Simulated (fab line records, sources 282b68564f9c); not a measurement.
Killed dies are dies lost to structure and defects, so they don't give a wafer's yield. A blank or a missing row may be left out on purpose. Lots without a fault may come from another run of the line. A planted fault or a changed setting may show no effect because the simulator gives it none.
Which tool did it? | flow rit_cmos | 14 lots, 42 wafers sampled, at 2 steps of a route of 202

WHAT THE GAUGES READ, wafer by wafer
RIT_NWELL_OVL_MEAS_06. Usual: NWELL_OVL -0.8 nm, standard deviation 1.4.
lot  | measured    | on         | NWELL_OVL (nm) | flag
L911 | day 2 05:07 | overlay-02 | -3.2 -1.0 -2.8 |
L912 | day 2 06:52 | overlay-02 | -0.7 -2.2 0.1  |
L915 | day 3 00:49 | overlay-02 | -1.3 0.6 0.0   |
L916 | day 3 02:48 | overlay-02 | -2.3 -2.9 0.4  |
L923 | day 4 10:02 | overlay-01 | 0.6 -0.5 -0.5  |
L924 | day 4 15:05 | overlay-02 | 0.9 0.3 -0.5   |
L925 | day 4 21:10 | overlay-01 | -3.3 -1.6 0.2  |
L926 | day 5 00:51 | overlay-02 | -1.3 0.6 0.4   |
L927 | day 5 05:49 | overlay-02 | -1.6 -1.9 -2.4 |
L928 | day 5 11:29 | overlay-01 | -1.4 0.4 2.0   |
L929 | day 5 15:01 | overlay-02 | -3.7 -1.7 -1.2 |
L931 | day 6 03:12 | overlay-02 | 0.0 -0.7 -0.7  |
L932 | day 6 10:55 | overlay-02 | -0.1 -2.3 -1.2 |
L933 | day 6 18:17 | overlay-01 | 0.2 -0.3 2.0   |

RIT_PWELL_OVL_MEAS_06. Usual: PWELL_OVL -1.6 nm, standard deviation 1.3.
lot  | measured    | on         | PWELL_OVL (nm) | flag
L911 | day 2 06:44 | overlay-02 | -0.7 1.0 0.1   |
L912 | day 2 08:38 | overlay-01 | -1.8 -0.9 -1.5 |
L915 | day 3 02:29 | overlay-01 | -0.7 -1.0 -0.6 |
L916 | day 3 04:38 | overlay-01 | -1.5 0.1 -2.1  |
L923 | day 4 11:43 | overlay-02 | 0.1 -3.0 -1.1  |
L924 | day 4 16:46 | overlay-01 | -3.2 -1.3 -2.0 |
L925 | day 4 22:47 | overlay-02 | -3.8 -1.5 -1.9 |
L926 | day 5 02:32 | overlay-02 | -2.6 -2.6 -3.5 |
L927 | day 5 07:39 | overlay-01 | -3.4 -0.9 -2.2 |
L928 | day 5 13:10 | overlay-01 | 1.0 0.7 -1.0   |
L929 | day 5 16:38 | overlay-02 | -1.9 0.2 -0.9  |
L931 | day 6 05:00 | overlay-02 | -1.0 -2.8 -2.2 |
L932 | day 6 12:28 | overlay-02 | -3.7 -1.9 -0.3 |
L933 | day 6 19:50 | overlay-01 | 1.2 -1.2 -0.1  |

WHICH TOOL RAN EACH LOT (tool, then ch and the chambers of the sampled wafers, then the start)
The record holds no process step before these readings.

WHAT THE TOOLS THEMSELVES READ (means of the sampled wafers that have a number; where no wafer has one, the mark that the record gives instead)
The record holds no such reading with a usual standard deviation.

THE ANSWER, worked out from the rows above alone
Rule: a lot is off if the mean of its wafers that have a number lies more than 3 standard deviations from the usual mean. A lot without any number at a reading at which 4 lots or more have one is off too. The other lots that the step has rows for count as sound. The gauges are gone through in route order, then the tools' own readings, and for those a lot's mean is taken as printed above. The first step at which some lot is off is used, and at that step the reading that is off furthest; a lot without a number counts as furthest.
No lot is off at any reading shown: from this, nothing can be told.

WHAT THE SIMULATOR HAD PUT IN
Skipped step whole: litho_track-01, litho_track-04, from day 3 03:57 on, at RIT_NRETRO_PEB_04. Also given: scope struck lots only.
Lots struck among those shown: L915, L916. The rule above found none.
